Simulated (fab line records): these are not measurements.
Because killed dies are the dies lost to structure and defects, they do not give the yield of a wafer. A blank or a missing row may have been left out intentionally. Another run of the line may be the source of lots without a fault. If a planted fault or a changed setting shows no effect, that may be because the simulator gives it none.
Split-lot experiment :: flow rit-cmos :: 5 lots, 23 wafers read, on a route of 202 steps

THE SPLIT ITSELF
At RIT_NWELL_COAT_01 (resist thk 1300 nm), the setting spin-rpm was moved away from the recipe's 2000 rpm on 5 of the 23 wafers read, by +7.1% to +7.3%. All remaining wafers had this setting at the recipe value.

FROM THE SPLIT TO THE READING: what the file shows between them, 3 steps
- RIT_NWELL_SOFTBAKE_02: time 60 s
- RIT_NWELL_EXPOSE_03: exposes mask M2, target cd 43900 nm
- RIT_NWELL_DEVELOP_05: develop time 68 s

THE READING
NOVOLAK_of_NWELL_COAT_01.thk-nm (the simulator's own value, which no gauge read), in nm, at RIT_NWELL_HARDBAKE_07 (time 120 s). The file does not state a usual value for it. The 18 wafers here that ran the recipe average 1139 nm, standard deviation 3.8 nm.

wafer: L074.1
tool, chamber at the split: litho-track-03, 0
spin-rpm as run, rpm: 2147
against the recipe: +7.3%
NOVOLAK_of_NWELL_COAT_01.thk-nm, nm: 1096
against lot-mates on the recipe: -38

wafer: L074.2
tool, chamber at the split: litho-track-03, 0
spin-rpm as run, rpm: 2000
against the recipe: recipe
NOVOLAK_of_NWELL_COAT_01.thk-nm, nm: 1133
against lot-mates on the recipe: -

wafer: L074.3
tool, chamber at the split: litho-track-03, 0
spin-rpm as run, rpm: 2000
against the recipe: recipe
NOVOLAK_of_NWELL_COAT_01.thk-nm, nm: 1134
against lot-mates on the recipe: -

wafer: L074.4
tool, chamber at the split: litho-track-03, 0
spin-rpm as run, rpm: 2147
against the recipe: +7.3%
NOVOLAK_of_NWELL_COAT_01.thk-nm, nm: 1098
against lot-mates on the recipe: -36

wafer: L074.6
tool, chamber at the split: litho-track-03, 0
spin-rpm as run, rpm: 2147
against the recipe: +7.3%
NOVOLAK_of_NWELL_COAT_01.thk-nm, nm: 1097
against lot-mates on the recipe: -36

wafer: L077.1
tool, chamber at the split: litho-track-04, 0
spin-rpm as run, rpm: 2000
against the recipe: recipe
NOVOLAK_of_NWELL_COAT_01.thk-nm, nm: 1142
against lot-mates on the recipe: -

wafer: L077.2
tool, chamber at the split: litho-track-04, 0
spin-rpm as run, rpm: 2000
against the recipe: recipe
NOVOLAK_of_NWELL_COAT_01.thk-nm, nm: 1141
against lot-mates on the recipe: -

wafer: L077.4
tool, chamber at the split: litho-track-04, 0
spin-rpm as run, rpm: 2000
against the recipe: recipe
NOVOLAK_of_NWELL_COAT_01.thk-nm, nm: 1143
against lot-mates on the recipe: -

wafer: L077.5
tool, chamber at the split: litho-track-04, 0
spin-rpm as run, rpm: 2000
against the recipe: recipe
NOVOLAK_of_NWELL_COAT_01.thk-nm, nm: 1145
against lot-mates on the recipe: -

wafer: L077.6
tool, chamber at the split: litho-track-04, 0
spin-rpm as run, rpm: 2000
against the recipe: recipe
NOVOLAK_of_NWELL_COAT_01.thk-nm, nm: 1144
against lot-mates on the recipe: -

wafer: L078.1
tool, chamber at the split: litho-track-03, 0
spin-rpm as run, rpm: 2000
against the recipe: recipe
NOVOLAK_of_NWELL_COAT_01.thk-nm, nm: 1133
against lot-mates on the recipe: -

wafer: L078.2
tool, chamber at the split: litho-track-03, 0
spin-rpm as run, rpm: 2000
against the recipe: recipe
NOVOLAK_of_NWELL_COAT_01.thk-nm, nm: 1136
against lot-mates on the recipe: -

wafer: L078.6
tool, chamber at the split: litho-track-03, 0
spin-rpm as run, rpm: 2000
against the recipe: recipe
NOVOLAK_of_NWELL_COAT_01.thk-nm, nm: 1135
against lot-mates on the recipe: -

wafer: L080.1
tool, chamber at the split: litho-track-03, 0
spin-rpm as run, rpm: 2000
against the recipe: recipe
NOVOLAK_of_NWELL_COAT_01.thk-nm, nm: 1139
against lot-mates on the recipe: -

wafer: L080.2
tool, chamber at the split: litho-track-03, 0
spin-rpm as run, rpm: 2000
against the recipe: recipe
NOVOLAK_of_NWELL_COAT_01.thk-nm, nm: 1138
against lot-mates on the recipe: -

wafer: L080.4
tool, chamber at the split: litho-track-03, 0
spin-rpm as run, rpm: 2000
against the recipe: recipe
NOVOLAK_of_NWELL_COAT_01.thk-nm, nm: 1138
against lot-mates on the recipe: -

wafer: L080.3
tool, chamber at the split: litho-track-03, 0
spin-rpm as run, rpm: 2000
against the recipe: recipe
NOVOLAK_of_NWELL_COAT_01.thk-nm, nm: 1133
against lot-mates on the recipe: -

wafer: L080.5
tool, chamber at the split: litho-track-03, 0
spin-rpm as run, rpm: 2000
against the recipe: recipe
NOVOLAK_of_NWELL_COAT_01.thk-nm, nm: 1140
against lot-mates on the recipe: -

wafer: L084.1
tool, chamber at the split: litho-track-01, 0
spin-rpm as run, rpm: 2000
against the recipe: recipe
NOVOLAK_of_NWELL_COAT_01.thk-nm, nm: 1141
against lot-mates on the recipe: -

wafer: L084.3
tool, chamber at the split: litho-track-01, 0
spin-rpm as run, rpm: 2000
against the recipe: recipe
NOVOLAK_of_NWELL_COAT_01.thk-nm, nm: 1141
against lot-mates on the recipe: -

wafer: L084.2
tool, chamber at the split: litho-track-01, 0
spin-rpm as run, rpm: 2141
against the recipe: +7.1%
NOVOLAK_of_NWELL_COAT_01.thk-nm, nm: 1102
against lot-mates on the recipe: -38

wafer: L084.4
tool, chamber at the split: litho-track-01, 0
spin-rpm as run, rpm: 2000
against the recipe: recipe
NOVOLAK_of_NWELL_COAT_01.thk-nm, nm: 1138
against lot-mates on the recipe: -

wafer: L084.6
tool, chamber at the split: litho-track-01, 0
spin-rpm as run, rpm: 2141
against the recipe: +7.1%
NOVOLAK_of_NWELL_COAT_01.thk-nm, nm: 1099
against lot-mates on the recipe: -41

THE FIT
A straight line over all 23 wafers: NOVOLAK_of_NWELL_COAT_01.thk-nm changes by -5.56 nm for each +1% of spin-rpm; r = -0.98; the points scatter about the line by 3.6 nm.
The same after taking each lot's own level away (the mean of its wafers on the recipe; 23 wafers): -5.21 nm for each +1%; r = -0.99; scatter 2 nm.
Per that fit: largest spin-rpm move, reading shift of 38 nm.
The lots' own levels span 1133.5 to 1143.0 nm, that is 2.5 times the standard deviation above.
Hence the lot-to-lot level has little effect on the slope; both slopes agree.
Check: -38.5 nm against its lot-mates is what the line predicts for one of the wafers moved furthest among these (+7.3%) when that wafer is left out of the fit. Against them it came out at -37.5 nm.

THE OTHER SPLITS THESE WAFERS WENT THROUGH
Other splits were also applied to these wafers ahead of the reading. Each is held against what the fit with the lots' levels taken away leaves over:
other split on the same wafers: RIT_ACTIVE_OXIDATION_01 temp-c
wafers away from the commonest value: 15
r with NOVOLAK_of_NWELL_COAT_01.thk-nm (lot level and that fit taken away): -0.36

other split on the same wafers: RIT_ACTIVE_COAT_06 resist-thk-nm
wafers away from the commonest value: 5
r with NOVOLAK_of_NWELL_COAT_01.thk-nm (lot level and that fit taken away): +0.00

other split on the same wafers: RIT_FOX1_OXIDATION_00 ox-time-s
wafers away from the commonest value: 15
r with NOVOLAK_of_NWELL_COAT_01.thk-nm (lot level and that fit taken away): +0.33

THE WHOLE CHAIN: every reading that the file lists as answering this split, in the file's order
step: RIT_NWELL_COAT_01
what it does: resist thk 1300 nm
reading: NOVOLAK_of_NWELL_COAT_01.thk-nm (the simulator's own value, which no gauge read)
change (the file's fit): -6.12 nm for each +1% of the setting
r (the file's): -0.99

step: RIT_NWELL_HARDBAKE_07
what it does: time 120 s
reading: NOVOLAK_of_NWELL_COAT_01.thk-nm (the simulator's own value, which no gauge read)
change (the file's fit): -5.28 nm for each +1% of the setting
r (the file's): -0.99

THE FILE'S OWN FIT
NOVOLAK_of_NWELL_COAT_01.thk-nm changes by -5.28 nm for each +1% of spin-rpm, r = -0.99.
